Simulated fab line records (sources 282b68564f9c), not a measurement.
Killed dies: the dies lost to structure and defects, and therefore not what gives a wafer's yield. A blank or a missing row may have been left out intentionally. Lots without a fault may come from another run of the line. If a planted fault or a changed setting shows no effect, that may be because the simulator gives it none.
fab line records :: flow ritCmos :: part 2 of 2: steps 26 to 27 of 27
[record]
  lots = 5
  wafers = 23
route steps=202 shown ACTIVE@4 PWELL@40 PRETRO@65 GATE@88 REOX@101 PLDD@115 SPACER@125 PSD@150 SDANNEAL@155 M1@202
startH: the number of hours between the record's first day and the start of the first shown wafer of the lot :: waitH: how many hours have passed since the lot's step before this one :: " the same as in the row above :: L1.1+2: one row covering several wafers at once :: - no value, or no start was given :: * or withheld: withheld :: < > ~ a bound
route shown NAME@n: names a module that has steps shown in the file, with the first one's number in the route :: usual: mean/standard deviation of fault-free wafers :: same: alike in all rows :: chamber/n: place in a boat :: sites: per-site readings :: _std_site: their standard deviation :: _edge_site: outer sites' mean less inner sites' :: radiusMm: for every site, how far away it sits from the centre of the wafer :: mask NAME#n: copy n :: behind: tool/chamber where the wafer was last shaped :: hold: why the lot went on hold/how many hours it stayed there/how the hold came to an end :: device: which transistor (n, p or np) failed to switch :: end of line: at the end of the route, the tests of the same wafers :: a step given without rows: its recipe and nothing more :: killed: not the wafer's yield, but the dies lost to structure and defects at the first sort :: map: per-die view of a wafer (x killed, . not killed, _ where there is no die)
set.NAME: the setting the step ran with; set.NAME@STEP: the setting that earlier step ran with :: model.NAME: the simulator's own value behind a step, which no gauge read
lots run with intentionally changed settings; tables by step, rows by wafer
[[steps]]
[step RIT_SDANNEAL_RS_MEAS_04]
[recipe]
  thkMeasGauge = four-point-probe
[usual]
  PSD_RS = 115.38/0.28
lot.wafer: L076.1
tool: filmMetro-01
chamber: -
startH: 65.60
waitH: 0.0
set.energyKev@PSD_IMPLANT_08: 27
PSD_RS[ohm/sq]: 115.26

lot.wafer: L076.2
tool: filmMetro-01
chamber: -
startH: 65.60
waitH: 0.0
set.energyKev@PSD_IMPLANT_08: 27
PSD_RS[ohm/sq]: 114.93

lot.wafer: L076.3
tool: filmMetro-01
chamber: -
startH: 65.60
waitH: 0.0
set.energyKev@PSD_IMPLANT_08: 27.65
PSD_RS[ohm/sq]: 113.87

lot.wafer: L076.4
tool: filmMetro-01
chamber: -
startH: 65.60
waitH: 0.0
set.energyKev@PSD_IMPLANT_08: 27
PSD_RS[ohm/sq]: 115.35

lot.wafer: L076.5
tool: filmMetro-01
chamber: -
startH: 65.60
waitH: 0.0
set.energyKev@PSD_IMPLANT_08: 27.65
PSD_RS[ohm/sq]: 114.00

lot.wafer: L078.1
tool: filmMetro-02
chamber: -
startH: 74.92
waitH: 0.0
set.energyKev@PSD_IMPLANT_08: 27
PSD_RS[ohm/sq]: 115.24

lot.wafer: L078.2
tool: filmMetro-02
chamber: -
startH: 74.92
waitH: 0.0
set.energyKev@PSD_IMPLANT_08: 27
PSD_RS[ohm/sq]: 115.09

lot.wafer: L078.4
tool: filmMetro-02
chamber: -
startH: 74.92
waitH: 0.0
set.energyKev@PSD_IMPLANT_08: 27
PSD_RS[ohm/sq]: 115.52

lot.wafer: L078.5
tool: filmMetro-02
chamber: -
startH: 74.92
waitH: 0.0
set.energyKev@PSD_IMPLANT_08: 27
PSD_RS[ohm/sq]: 115.39

lot.wafer: L078.6
tool: filmMetro-02
chamber: -
startH: 74.92
waitH: 0.0
set.energyKev@PSD_IMPLANT_08: 27
PSD_RS[ohm/sq]: 115.52

lot.wafer: L080.1
tool: filmMetro-01
chamber: -
startH: 83.80
waitH: 0.0
set.energyKev@PSD_IMPLANT_08: 27
PSD_RS[ohm/sq]: 115.19

lot.wafer: L080.2
tool: filmMetro-01
chamber: -
startH: 83.80
waitH: 0.0
set.energyKev@PSD_IMPLANT_08: 27
PSD_RS[ohm/sq]: 115.41

lot.wafer: L080.3
tool: filmMetro-01
chamber: -
startH: 83.80
waitH: 0.0
set.energyKev@PSD_IMPLANT_08: 27
PSD_RS[ohm/sq]: 115.18

lot.wafer: L080.4
tool: filmMetro-01
chamber: -
startH: 83.80
waitH: 0.0
set.energyKev@PSD_IMPLANT_08: 28.15
PSD_RS[ohm/sq]: 112.56

lot.wafer: L080.6
tool: filmMetro-01
chamber: -
startH: 83.80
waitH: 0.0
set.energyKev@PSD_IMPLANT_08: 28.15
PSD_RS[ohm/sq]: 112.47

lot.wafer: L081.2
tool: filmMetro-01
chamber: -
startH: 88.07
waitH: 0.1
set.energyKev@PSD_IMPLANT_08: 27
PSD_RS[ohm/sq]: 115.42

lot.wafer: L081.3
tool: filmMetro-01
chamber: -
startH: 88.07
waitH: 0.1
set.energyKev@PSD_IMPLANT_08: 27
PSD_RS[ohm/sq]: 115.31

lot.wafer: L081.6
tool: filmMetro-01
chamber: -
startH: 88.07
waitH: 0.1
set.energyKev@PSD_IMPLANT_08: 27
PSD_RS[ohm/sq]: 115.31

lot.wafer: L083.1
tool: filmMetro-01
chamber: -
startH: 99.76
waitH: 0.0
set.energyKev@PSD_IMPLANT_08: 27
PSD_RS[ohm/sq]: 115.32

lot.wafer: L083.2
tool: filmMetro-01
chamber: -
startH: 99.76
waitH: 0.0
set.energyKev@PSD_IMPLANT_08: 27
PSD_RS[ohm/sq]: 115.13

lot.wafer: L083.3
tool: filmMetro-01
chamber: -
startH: 99.76
waitH: 0.0
set.energyKev@PSD_IMPLANT_08: 26.5
PSD_RS[ohm/sq]: 116.86

lot.wafer: L083.4
tool: filmMetro-01
chamber: -
startH: 99.76
waitH: 0.0
set.energyKev@PSD_IMPLANT_08: 26.5
PSD_RS[ohm/sq]: 116.08

lot.wafer: L083.6
tool: filmMetro-01
chamber: -
startH: 99.76
waitH: 0.0
set.energyKev@PSD_IMPLANT_08: 27
PSD_RS[ohm/sq]: 115.08
[step RIT_M1_PROBE_99]
[usual]
  killedAtContacts = 0.1/0.32
  killedAtFrontEnd = 7/3
  killedDies = 6.8/3
  killedOpen = 3.5/2.1
  killedShort = 3.3/1.9
[same]
  grossDies = 264
  killed_at_M0_to_M3 = 0
  killed_at_M4_up = 0
  killedAtBackSide = 0
  killedAtOther = 0
lot.wafer: L076.1
tool: prober-02
chamber: -
startH: 73.41
waitH: 0.1
set.developTimeS@GATE_DEVELOP_15: 50
set.tempC@REOX_OXIDATION_03: 907.5
killedAtContacts: 0
killedAtFrontEnd: 5
killedDies: 5
killedOpen: 3
killedShort: 2
model.etest.nldd.rsOhmSq: 434.8
model.etest.nmos_0p15.rOnOhmUm: 1162
model.etest.nmos_0p3.rOnOhmUm: 2179
model.etest.pmos_0p15.rOnOhmUm: 2974
model.etest.pmos_0p3.rOnOhmUm: 6376

lot.wafer: L076.2
tool: prober-02
chamber: -
startH: 73.46
waitH: 0.1
set.developTimeS@GATE_DEVELOP_15: 50
set.tempC@REOX_OXIDATION_03: 907.5
killedAtContacts: 0
killedAtFrontEnd: 10
killedDies: 10
killedOpen: 6
killedShort: 4
model.etest.nldd.rsOhmSq: 445.9
model.etest.nmos_0p15.rOnOhmUm: 1155
model.etest.nmos_0p3.rOnOhmUm: 2167
model.etest.pmos_0p15.rOnOhmUm: 2972
model.etest.pmos_0p3.rOnOhmUm: 6462

lot.wafer: L076.3
tool: prober-02
chamber: -
startH: 73.51
waitH: 0.2
set.developTimeS@GATE_DEVELOP_15: 55.94
set.tempC@REOX_OXIDATION_03: 907.5
killedAtContacts: 0
killedAtFrontEnd: 28
killedDies: 28
killedOpen: 6
killedShort: 6
model.etest.nldd.rsOhmSq: 437.2
model.etest.nmos_0p15.rOnOhmUm: 1072
model.etest.nmos_0p3.rOnOhmUm: 2049
model.etest.pmos_0p15.rOnOhmUm: 2595
model.etest.pmos_0p3.rOnOhmUm: 5985

lot.wafer: L076.4
tool: prober-02
chamber: -
startH: 73.56
waitH: 0.2
set.developTimeS@GATE_DEVELOP_15: 50
set.tempC@REOX_OXIDATION_03: 907.5
killedAtContacts: 0
killedAtFrontEnd: 11
killedDies: 11
killedOpen: 6
killedShort: 5
model.etest.nldd.rsOhmSq: 439.8
model.etest.nmos_0p15.rOnOhmUm: 1194
model.etest.nmos_0p3.rOnOhmUm: 2202
model.etest.pmos_0p15.rOnOhmUm: 2975
model.etest.pmos_0p3.rOnOhmUm: 6424

lot.wafer: L076.5
tool: prober-02
chamber: -
startH: 73.61
waitH: 0.2
set.developTimeS@GATE_DEVELOP_15: 55.94
set.tempC@REOX_OXIDATION_03: 907.5
killedAtContacts: 0
killedAtFrontEnd: 31
killedDies: 31
killedOpen: 3
killedShort: 5
model.etest.nldd.rsOhmSq: 436.7
model.etest.nmos_0p15.rOnOhmUm: 1076
model.etest.nmos_0p3.rOnOhmUm: 2083
model.etest.pmos_0p15.rOnOhmUm: 2566
model.etest.pmos_0p3.rOnOhmUm: 6023

lot.wafer: L078.1
tool: prober-02
chamber: -
startH: 82.59
waitH: 0.1
set.developTimeS@GATE_DEVELOP_15: 50
set.tempC@REOX_OXIDATION_03: 924.1
killedAtContacts: 0
killedAtFrontEnd: 6
killedDies: 6
killedOpen: 2
killedShort: 4
model.etest.nldd.rsOhmSq: 633.9
model.etest.nmos_0p15.rOnOhmUm: 1497
model.etest.nmos_0p3.rOnOhmUm: 2488
model.etest.pmos_0p15.rOnOhmUm: 3638
model.etest.pmos_0p3.rOnOhmUm: 7181

lot.wafer: L078.2
tool: prober-02
chamber: -
startH: 82.64
waitH: 0.1
set.developTimeS@GATE_DEVELOP_15: 45.08
set.tempC@REOX_OXIDATION_03: 924.1
killedAtContacts: 0
killedAtFrontEnd: 16
killedDies: 16
killedOpen: 1
killedShort: 2
model.etest.nldd.rsOhmSq: 617.6
model.etest.nmos_0p15.rOnOhmUm: 1637
model.etest.nmos_0p3.rOnOhmUm: 2614
model.etest.pmos_0p15.rOnOhmUm: 4048
model.etest.pmos_0p3.rOnOhmUm: 7482

lot.wafer: L078.4
tool: prober-02
chamber: -
startH: 82.74
waitH: 0.2
set.developTimeS@GATE_DEVELOP_15: 50
set.tempC@REOX_OXIDATION_03: 924.1
killedAtContacts: 1
killedAtFrontEnd: 5
killedDies: 6
killedOpen: 2
killedShort: 4
model.etest.nldd.rsOhmSq: 620.5
model.etest.nmos_0p15.rOnOhmUm: 1503
model.etest.nmos_0p3.rOnOhmUm: 2488
model.etest.pmos_0p15.rOnOhmUm: 3644
model.etest.pmos_0p3.rOnOhmUm: 7218

lot.wafer: L078.5
tool: prober-02
chamber: -
startH: 82.79
waitH: 0.2
set.developTimeS@GATE_DEVELOP_15: 45.08
set.tempC@REOX_OXIDATION_03: 924.1
killedAtContacts: 0
killedAtFrontEnd: 18
killedDies: 18
killedOpen: 0
killedShort: 4
model.etest.nldd.rsOhmSq: 627.3
model.etest.nmos_0p15.rOnOhmUm: 1597
model.etest.nmos_0p3.rOnOhmUm: 2595
model.etest.pmos_0p15.rOnOhmUm: 4021
model.etest.pmos_0p3.rOnOhmUm: 7501

lot.wafer: L078.6
tool: prober-02
chamber: -
startH: 82.84
waitH: 0.2
set.developTimeS@GATE_DEVELOP_15: 45.08
set.tempC@REOX_OXIDATION_03: 924.1
killedAtContacts: 0
killedAtFrontEnd: 17
killedDies: 17
killedOpen: 5
killedShort: 4
model.etest.nldd.rsOhmSq: 619.7
model.etest.nmos_0p15.rOnOhmUm: 1574
model.etest.nmos_0p3.rOnOhmUm: 2554
model.etest.pmos_0p15.rOnOhmUm: 3985
model.etest.pmos_0p3.rOnOhmUm: 7329

lot.wafer: L080.1
tool: prober-02
chamber: -
startH: 91.26
waitH: 0.1
set.developTimeS@GATE_DEVELOP_15: 53.42
set.tempC@REOX_OXIDATION_03: 921.4
killedAtContacts: 0
killedAtFrontEnd: 6
killedDies: 6
killedOpen: 3
killedShort: 3
model.etest.nldd.rsOhmSq: 592.3
model.etest.nmos_0p15.rOnOhmUm: 1312
model.etest.nmos_0p3.rOnOhmUm: 2338
model.etest.pmos_0p15.rOnOhmUm: 3467
model.etest.pmos_0p3.rOnOhmUm: 7009

lot.wafer: L080.2
tool: prober-02
chamber: -
startH: 91.31
waitH: 0.1
set.developTimeS@GATE_DEVELOP_15: 50
set.tempC@REOX_OXIDATION_03: 921.4
killedAtContacts: 0
killedAtFrontEnd: 7
killedDies: 7
killedOpen: 4
killedShort: 3
model.etest.nldd.rsOhmSq: 606.7
model.etest.nmos_0p15.rOnOhmUm: 1459
model.etest.nmos_0p3.rOnOhmUm: 2484
model.etest.pmos_0p15.rOnOhmUm: 3834
model.etest.pmos_0p3.rOnOhmUm: 7381

lot.wafer: L080.3
tool: prober-02
chamber: -
startH: 91.36
waitH: 0.2
set.developTimeS@GATE_DEVELOP_15: 53.42
set.tempC@REOX_OXIDATION_03: 921.4
killedAtContacts: 0
killedAtFrontEnd: 5
killedDies: 5
killedOpen: 1
killedShort: 2
model.etest.nldd.rsOhmSq: 597.1
model.etest.nmos_0p15.rOnOhmUm: 1345
model.etest.nmos_0p3.rOnOhmUm: 2359
model.etest.pmos_0p15.rOnOhmUm: 3519
model.etest.pmos_0p3.rOnOhmUm: 7027

lot.wafer: L080.4
tool: prober-02
chamber: -
startH: 91.41
waitH: 0.2
set.developTimeS@GATE_DEVELOP_15: 53.42
set.tempC@REOX_OXIDATION_03: 921.4
killedAtContacts: 0
killedAtFrontEnd: 7
killedDies: 7
killedOpen: 6
killedShort: 1
model.etest.nldd.rsOhmSq: 613
model.etest.nmos_0p15.rOnOhmUm: 1340
model.etest.nmos_0p3.rOnOhmUm: 2356
model.etest.pmos_0p15.rOnOhmUm: 3621
model.etest.pmos_0p3.rOnOhmUm: 7120

lot.wafer: L080.6
tool: prober-02
chamber: -
startH: 91.51
waitH: 0.2
set.developTimeS@GATE_DEVELOP_15: 50
set.tempC@REOX_OXIDATION_03: 921.4
killedAtContacts: 0
killedAtFrontEnd: 8
killedDies: 8
killedOpen: 3
killedShort: 5
model.etest.nldd.rsOhmSq: 621.9
model.etest.nmos_0p15.rOnOhmUm: 1409
model.etest.nmos_0p3.rOnOhmUm: 2442
model.etest.pmos_0p15.rOnOhmUm: 3902
model.etest.pmos_0p3.rOnOhmUm: 7378

lot.wafer: L081.2
tool: prober-01
chamber: -
startH: 95.94
waitH: 0.1
set.developTimeS@GATE_DEVELOP_15: 50
set.tempC@REOX_OXIDATION_03: 900
killedAtContacts: 0
killedAtFrontEnd: 7
killedDies: 7
killedOpen: 4
killedShort: 3
model.etest.nldd.rsOhmSq: 403.3
model.etest.nmos_0p15.rOnOhmUm: 1152
model.etest.nmos_0p3.rOnOhmUm: 2173
model.etest.pmos_0p15.rOnOhmUm: 2866
model.etest.pmos_0p3.rOnOhmUm: 6354

lot.wafer: L081.3
tool: prober-01
chamber: -
startH: 95.99
waitH: 0.2
set.developTimeS@GATE_DEVELOP_15: 50
set.tempC@REOX_OXIDATION_03: 900
killedAtContacts: 0
killedAtFrontEnd: 4
killedDies: 4
killedOpen: 0
killedShort: 4
model.etest.nldd.rsOhmSq: 402.2
model.etest.nmos_0p15.rOnOhmUm: 1221
model.etest.nmos_0p3.rOnOhmUm: 2200
model.etest.pmos_0p15.rOnOhmUm: 2947
model.etest.pmos_0p3.rOnOhmUm: 6374

lot.wafer: L081.6
tool: prober-01
chamber: -
startH: 96.14
waitH: 0.2
set.developTimeS@GATE_DEVELOP_15: 50
set.tempC@REOX_OXIDATION_03: 900
killedAtContacts: 1
killedAtFrontEnd: 6
killedDies: 7
killedOpen: 2
killedShort: 5
model.etest.nldd.rsOhmSq: 394.4
model.etest.nmos_0p15.rOnOhmUm: 1183
model.etest.nmos_0p3.rOnOhmUm: 2176
model.etest.pmos_0p15.rOnOhmUm: 2882
model.etest.pmos_0p3.rOnOhmUm: 6290

lot.wafer: L083.1
tool: prober-01
chamber: -
startH: 107.63
waitH: 0.1
set.developTimeS@GATE_DEVELOP_15: 50
set.tempC@REOX_OXIDATION_03: 877
killedAtContacts: 0
killedAtFrontEnd: 5
killedDies: 5
killedOpen: 2
killedShort: 3
model.etest.nldd.rsOhmSq: 293.5
model.etest.nmos_0p15.rOnOhmUm: 1042
model.etest.nmos_0p3.rOnOhmUm: 2004
model.etest.pmos_0p15.rOnOhmUm: 2259
model.etest.pmos_0p3.rOnOhmUm: 5536

lot.wafer: L083.2
tool: prober-01
chamber: -
startH: 107.68
waitH: 0.1
set.developTimeS@GATE_DEVELOP_15: 50
set.tempC@REOX_OXIDATION_03: 877
killedAtContacts: 0
killedAtFrontEnd: 17
killedDies: 17
killedOpen: 9
killedShort: 8
model.etest.nldd.rsOhmSq: 294.1
model.etest.nmos_0p15.rOnOhmUm: 1056
model.etest.nmos_0p3.rOnOhmUm: 2050
model.etest.pmos_0p15.rOnOhmUm: 2350
model.etest.pmos_0p3.rOnOhmUm: 5639

lot.wafer: L083.3
tool: prober-01
chamber: -
startH: 107.73
waitH: 0.2
set.developTimeS@GATE_DEVELOP_15: 50
set.tempC@REOX_OXIDATION_03: 877
killedAtContacts: 0
killedAtFrontEnd: 6
killedDies: 6
killedOpen: 3
killedShort: 3
model.etest.nldd.rsOhmSq: 298.3
model.etest.nmos_0p15.rOnOhmUm: 993.6
model.etest.nmos_0p3.rOnOhmUm: 1993
model.etest.pmos_0p15.rOnOhmUm: 2266
model.etest.pmos_0p3.rOnOhmUm: 5600

lot.wafer: L083.4
tool: prober-01
chamber: -
startH: 107.78
waitH: 0.2
set.developTimeS@GATE_DEVELOP_15: 50
set.tempC@REOX_OXIDATION_03: 877
killedAtContacts: 0
killedAtFrontEnd: 5
killedDies: 5
killedOpen: 2
killedShort: 3
model.etest.nldd.rsOhmSq: 296.6
model.etest.nmos_0p15.rOnOhmUm: 1010
model.etest.nmos_0p3.rOnOhmUm: 2010
model.etest.pmos_0p15.rOnOhmUm: 2238
model.etest.pmos_0p3.rOnOhmUm: 5557

lot.wafer: L083.6
tool: prober-01
chamber: -
startH: 107.88
waitH: 0.2
set.developTimeS@GATE_DEVELOP_15: 50
set.tempC@REOX_OXIDATION_03: 877
killedAtContacts: 0
killedAtFrontEnd: 7
killedDies: 7
killedOpen: 3
killedShort: 4
model.etest.nldd.rsOhmSq: 297.9
model.etest.nmos_0p15.rOnOhmUm: 1062
model.etest.nmos_0p3.rOnOhmUm: 2025
model.etest.pmos_0p15.rOnOhmUm: 2366
model.etest.pmos_0p3.rOnOhmUm: 5607
// killed by level:class
L076.1 GATE:geometricParticle:open=2 ACTIVE:geometricParticle:open=1 SPACER:geometricParticle:short=1 SILICIDE:geometricParticle:short=1
L076.2 GATE:geometricParticle:open=3 FOX1:geometricParticle:short=1 FOX2:geometricParticle:open=1 GATE:geometricParticle:short=1 REOX:geometricParticle:open=1 REOX:geometricParticle:short=1 SPACER:geometricParticle:short=1 SILICIDE:geometricParticle:open=1
L076.3 GATE:areaDevelop=16 GATE:geometricParticle:open=5 GATE:geometricParticle:short=2 FOX2:geometricParticle:short=1 REOX:geometricParticle:short=1 SPACER:geometricParticle:open=1 SPACER:geometricParticle:short=1 SILICIDE:geometricParticle:short=1
L076.4 GATE:geometricParticle:short=3 GATE:geometricParticle:open=2 REOX:geometricParticle:open=2 FOX1:geometricParticle:open=1 FOX1:geometricParticle:short=1 REOX:geometricParticle:short=1 SILICIDE:geometricParticle:open=1
L076.5 GATE:areaDevelop=23 GATE:geometricParticle:open=2 GATE:geometricParticle:short=2 SILICIDE:geometricParticle:short=2 SPACER:geometricParticle:short=1 SILICIDE:geometricParticle:open=1
L078.1 FOX2:geometricParticle:short=2 FOX1:geometricParticle:short=1 GATE:geometricParticle:short=1 SPACER:geometricParticle:open=1 SILICIDE:geometricParticle:open=1
L078.2 GATE:areaDevelop=13 FOX1:geometricParticle:short=1 REOX:geometricParticle:open=1 SILICIDE:geometricParticle:short=1
L078.4 FOX2:geometricParticle:short=2 GATE:geometricParticle:short=1 SPACER:geometricParticle:open=1 SILICIDE:geometricParticle:short=1 CONTACT:geometricParticle:open=1
L078.5 GATE:areaDevelop=14 FOX1:geometricParticle:short=1 FOX2:geometricParticle:short=1 REOX:geometricParticle:short=1 SILICIDE:geometricParticle:short=1
L078.6 GATE:areaDevelop=8 FOX1:geometricParticle:open=1 FOX2:geometricParticle:short=1 FOX2:geometricParticle:open=1 GATE:geometricParticle:open=1 REOX:geometricParticle:short=1 SPACER:geometricParticle:short=1 SPACER:geometricParticle:open=1
L080.1 SPACER:geometricParticle:open=2 SPACER:geometricParticle:short=2 FOX1:geometricParticle:short=1 SILICIDE:geometricParticle:open=1
L080.2 GATE:geometricParticle:short=3 FOX1:geometricParticle:open=2 SPACER:geometricParticle:open=1 SILICIDE:geometricParticle:open=1
L080.3 GATE:areaDevelop=2 FOX2:geometricParticle:short=1 GATE:geometricParticle:open=1 GATE:geometricParticle:short=1
L080.4 GATE:geometricParticle:open=3 SPACER:geometricParticle:open=3 GATE:geometricParticle:short=1
L080.6 FOX1:geometricParticle:open=2 GATE:geometricParticle:short=2 SILICIDE:geometricParticle:short=2 FOX1:geometricParticle:short=1 SILICIDE:geometricParticle:open=1
L081.2 FOX1:geometricParticle:open=2 REOX:geometricParticle:short=2 ACTIVE:geometricParticle:open=1 GATE:geometricParticle:short=1 REOX:geometricParticle:open=1
L081.3 GATE:geometricParticle:short=2 FOX2:geometricParticle:short=1 SILICIDE:geometricParticle:short=1
L081.6 SILICIDE:geometricParticle:short=2 GATE:geometricParticle:short=1 REOX:geometricParticle:short=1 SPACER:geometricParticle:short=1 SILICIDE:geometricParticle:open=1 CONTACT:geometricParticle:open=1
L083.1 GATE:geometricParticle:short=3 SILICIDE:geometricParticle:open=1 GATE:geometricParticle:open=1
L083.2 FOX1:geometricParticle:open=3 REOX:geometricParticle:open=3 GATE:geometricParticle:short=2 GATE:geometricParticle:open=2 SILICIDE:geometricParticle:short=2 FOX1:geometricParticle:short=1 FOX2:geometricParticle:open=1 FOX2:geometricParticle:short=1
L083.3 GATE:geometricParticle:open=3 FOX1:geometricParticle:short=2 REOX:geometricParticle:short=1
L083.4 FOX1:geometricParticle:short=1 GATE:geometricParticle:open=1 GATE:geometricParticle:short=1 REOX:geometricParticle:open=1 SPACER:geometricParticle:short=1
L083.6 FOX2:geometricParticle:short=3 FOX1:geometricParticle:open=1 FOX2:geometricParticle:open=1 GATE:geometricParticle:open=1 GATE:geometricParticle:short=1
[[key]]
[split]
  step = RIT_ACTIVE_CVD_03
  setting = timeS
  stated = 1500
  by = lot
[response]
  step = RIT_ACTIVE_CVD_03
  reading = model.Si3N4_of_ACTIVE_CVD_03.thkNm
  change = +1.49
  per = 1%
  r = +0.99
[response]
  step = RIT_ACTIVE_THK_MEAS_04
  reading = ACTIVE_NITRIDE_THK
  change = +1.49
  per = 1%
  r = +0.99
[response]
  step = RIT_ACTIVE_ETCH_13
  reading = model.ACTIVE.featureDepthNm
  change = +1.45
  per = 1%
  r = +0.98
[response]
  step = RIT_ACTIVE_ETCH_13
  reading = model.etch.depthNm
  change = +1.55
  per = 1%
  r = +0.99
[split]
  step = RIT_ACTIVE_DEVELOP_10
  setting = developTimeS
  stated = 50
  by = wafer
[response]
  step = RIT_ACTIVE_CD_MEAS_11
  reading = cdNm
  change = -1.12
  per = 1%
  r = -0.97
[response]
  step = RIT_ACTIVE_ETCH_13
  reading = model.ACTIVE.cdNm
  change = -1.14
  per = 1%
  r = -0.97
[response]
  step = RIT_ACTIVE_CD_MEAS_90
  reading = cdNm
  change = -1.12
  per = 1%
  r = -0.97
[split]
  step = RIT_ACTIVE_ETCH_13
  setting = pressureMtorr
  stated = 260
  by = lot
response none clear
[split]
  step = RIT_PWELL_COAT_01
  setting = spinRpm
  stated = 2000
  by = wafer
[response]
  step = RIT_PWELL_COAT_01
  reading = model.NOVOLAK_of_PWELL_COAT_01.thkNm
  change = -6.41
  per = 1%
  r = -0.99
[response]
  step = RIT_PWELL_HARDBAKE_07
  reading = model.NOVOLAK_of_PWELL_COAT_01.thkNm
  change = -5.52
  per = 1%
  r = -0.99
[split]
  step = RIT_PWELL_DEVELOP_05
  setting = developTimeS
  stated = 68
  by = wafer
response none clear
[split]
  step = RIT_PRETRO_COAT_01
  setting = spinRpm
  stated = 2000
  by = wafer
[response]
  step = RIT_PRETRO_COAT_01
  reading = model.NOVOLAK_of_PRETRO_COAT_01.thkNm
  change = -6.84
  per = 1%
  r = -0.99
[response]
  step = RIT_PRETRO_HARDBAKE_07
  reading = model.NOVOLAK_of_PRETRO_COAT_01.thkNm
  change = -5.89
  per = 1%
  r = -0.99
[split]
  step = RIT_GATE_SOFTBAKE_12
  setting = tempC
  stated = 90
  by = wafer
[response]
  step = RIT_GATE_DEVELOP_15
  reading = model.NOVOLAK_of_GATE_COAT_11.thkNm
  change = -1.99
  per = 1%
  r = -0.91
[split]
  step = RIT_GATE_DEVELOP_15
  setting = developTimeS
  stated = 50
  by = wafer
[response]
  step = RIT_M1_PROBE_99
  reading = model.etest.pmos_0p3.rOnOhmUm
  change = -33.5
  per = 1%
  r = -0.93
[response]
  step = RIT_M1_PROBE_99
  reading = model.etest.pmos_0p15.rOnOhmUm
  change = -37.4
  per = 1%
  r = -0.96
[response]
  step = RIT_M1_PROBE_99
  reading = model.etest.nmos_0p3.rOnOhmUm
  change = -11
  per = 1%
  r = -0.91
[response]
  step = RIT_M1_PROBE_99
  reading = model.etest.nmos_0p15.rOnOhmUm
  change = -10
  per = 1%
  r = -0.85
[split]
  step = RIT_REOX_OXIDATION_03
  setting = tempC
  stated = 900
  by = lot
[response]
  step = RIT_REOX_OXIDATION_03
  reading = model.SiO2_of_REOX_OXIDATION_03.thkNm
  change = +2.54
  per = 1%
  r = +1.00
[response]
  step = RIT_REOX_THK_MEAS_04
  reading = REOX_OXIDE_THK
  change = +2.54
  per = 1%
  r = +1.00
[response]
  step = RIT_SPACER_CLEAN_00
  reading = model.SiO2_of_REOX_OXIDATION_03.thkNm
  change = +2.4
  per = 1%
  r = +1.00
[response]
  step = RIT_M1_PROBE_99
  reading = model.etest.nldd.rsOhmSq
  change = +63.7
  per = 1%
  r = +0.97
[split]
  step = RIT_PLDD_COAT_01
  setting = spinRpm
  stated = 3250
  by = wafer
[response]
  step = RIT_PLDD_COAT_01
  reading = model.NOVOLAK_of_PLDD_COAT_01.thkNm
  change = -4.86
  per = 1%
  r = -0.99
[split]
  step = RIT_SPACER_CLEAN_00
  setting = timeS
  stated = 600
  by = lot
response none clear
[split]
  step = RIT_PSD_IMPLANT_08
  setting = energyKev
  stated = 27
  by = wafer
[response]
  step = RIT_PSD_IMPLANT_08
  reading = model.implant.rpNm
  change = +0.175
  per = 1%
  r = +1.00
[response]
  step = RIT_PSD_IMPLANT_08
  reading = model.implant.drpNm
  change = +0.0844
  per = 1%
  r = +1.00
[response]
  step = RIT_SDANNEAL_RS_MEAS_04
  reading = PSD_RS
  change = -0.625
  per = 1%
  r = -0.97
